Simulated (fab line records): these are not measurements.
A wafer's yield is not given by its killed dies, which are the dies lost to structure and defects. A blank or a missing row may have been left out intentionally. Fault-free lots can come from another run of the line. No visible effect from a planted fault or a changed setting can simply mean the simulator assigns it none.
Chamber matching | flow berkeley_cmos170 | UCB170_V1_CMP_02 on cmp-01: 3 sister chambers
The step polishes SiO2. 14 wafers are shown with their chamber, then 5 later ones without.

== EACH WAFER AND ITS CHAMBER ==
wafer  | chamber | motor_current_A (A)
L871.1 | 3       | 22.3
L871.5 | 0       | 17.3
L871.6 | 1       | 14.8
L872.2 | 1       | 14.6
L872.3 | 0       | 16.2
L872.4 | 3       | 21.4
L875.3 | 3       | 22.2
L875.4 | 0       | 17.4
L875.5 | 1       | 14.1
L874.3 | 1       | 14.7
L874.4 | 3       | 21.5
L874.5 | 1       | 14.6
L885.2 | 1       | 14.8
L885.5 | 0       | 16.6

SIGNATURES (averages over the wafers above)
reading         | chamber 0 | chamber 1 | chamber 3 | scatter within a chamber
motor_current_A | 16.875    | 14.600    | 21.850    | 0.424
Rule: a wafer's distance from a chamber is the root of the sum, over the readings, of the square of ((its reading less the chamber's mean) divided by the reading's scatter). If the next closest chamber is less than 2 further off than the closest, the wafer can't be placed; otherwise it belongs to the closest. The scatter is the square root of a quotient: the sum, over the shown wafers, of each reading's squared deviation from its chamber's mean, divided by wafers minus chambers.

== WAFERS MISSING THEIR CHAMBER ==
wafer  | motor_current_A (A)
L885.6 | 20.1
L886.4 | 17.2
L886.6 | 16.6
L889.1 | 15.7
L889.6 | 20.0

== CHAMBER TAKEN BY EACH ==
wafer  | from the rows above     | in truth
L885.6 | 3                       | 3
L886.4 | 0                       | 0
L886.6 | 0                       | 0
L889.1 | can't be placed: 1 or 0 | 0
L889.6 | 3                       | 3
Placed correctly: 4 of 5. These rows do not allow placing 1 (true chamber among the candidates in 1). 0 placed wrongly.
